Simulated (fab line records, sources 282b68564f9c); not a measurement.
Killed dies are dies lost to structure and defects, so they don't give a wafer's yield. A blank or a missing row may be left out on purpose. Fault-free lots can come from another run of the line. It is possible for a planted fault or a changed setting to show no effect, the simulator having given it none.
2 desks, one fault | flow ritCmos | only its own numbers are on each desk; what lay behind them is given at the end

AT THE TOOL OWNER'S DESK: implanter-01
The tool's own readings at RIT_NWELL_IMPLANT_08: means of the sampled wafers that have a number, for each lot that ran on this tool. If a lot's mean is further than 4 standard deviations from the usual mean, the lot is out of limits and carries the mark OUT (the distance appears in the brackets).
Columns: A = doseIonsCm2 at RIT_NWELL_IMPLANT_08, usual 4.999e+13; B = faradayCurrentUA at RIT_NWELL_IMPLANT_08, usual 159
lot  | first seen here | A                           | B
L421 | day 2 05:59     | 5.001e+13                   | 158
L429 | day 3 20:02     | 5.000e+13                   | 158
L430 | day 4 00:23     | 6.498e+13 (+99 or more) OUT | 206 (+15) OUT
L433 | day 4 15:16     | 6.505e+13 (+99 or more) OUT | 206 (+15) OUT
This desk's verdict: out of limits on L430, L433, starting with L430 at day 4 00:23 (doseIonsCm2 at RIT_NWELL_IMPLANT_08). L421, L429 stayed within limits.

AT THE METROLOGY DESK
Lot by lot, what the gauges showed, no matter which tool ran the lot: averages of those sampled wafers that carry a number. If a lot's mean is further than 4 standard deviations from the usual mean, the lot is out of limits and carries the mark OUT (the distance appears in the brackets).
Columns: A = NWELL_TW at RIT_NWELL_TW_MEAS_10, usual 2148; B = NWELL_RS at RIT_WELLDRIVE_RS_MEAS_01, usual 275.6 ohm/sq
lot  | first seen here | A              | B
L420 | day 2 05:59     | 2120           | 275.2
L421 | day 2 06:16     | 2158           | 275.4
L422 | day 2 14:14     | 2121           | 276.6
L423 | day 2 15:36     | 2132           | 275.8
L424 | day 2 19:35     | 2127           | 276.1
L425 | day 3 01:16     | 2156           | 274.9
L426 | day 3 06:08     | 2152           | 277.1
L429 | day 3 20:21     | 2165           | 274.1
L430 | day 4 00:43     | 2344 (+13) OUT | 235.2 (-52) OUT
L432 | day 4 10:41     | 2153           | 275.8
L433 | day 4 15:34     | 2316 (+11) OUT | 235.3 (-52) OUT
L437 | day 5 13:58     | 2151           | 276.0
L441 | day 6 09:28     | 2157           | 275.1
L442 | day 6 14:29     | 2150           | 275.1
Per this desk, out of limits: L430, L433; the first was L430, day 4 00:43 (NWELL_TW at RIT_NWELL_TW_MEAS_10). L420, L421, L422, L423, L424, L425, L426, L429, L432, L437, L441, L442 stayed within limits.

PUT TOGETHER
The tool owner's desk had the chance to raise an alarm at day 4 00:23 on L430, L433.
An alarm was possible from the metrology desk at day 4 00:43, on L430, L433.
On implanter-01, each named lot ran RIT_NWELL_IMPLANT_08.

WHAT THE SIMULATOR HAD PUT IN
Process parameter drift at RIT_NWELL_IMPLANT_08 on implanter-01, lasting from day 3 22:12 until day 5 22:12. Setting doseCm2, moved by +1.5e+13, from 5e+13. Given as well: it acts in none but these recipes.
Lots struck among those shown: L430, L433.
Fault start to first reading out of limits, in hours, per desk: tool owner, 2; metrology, 3.
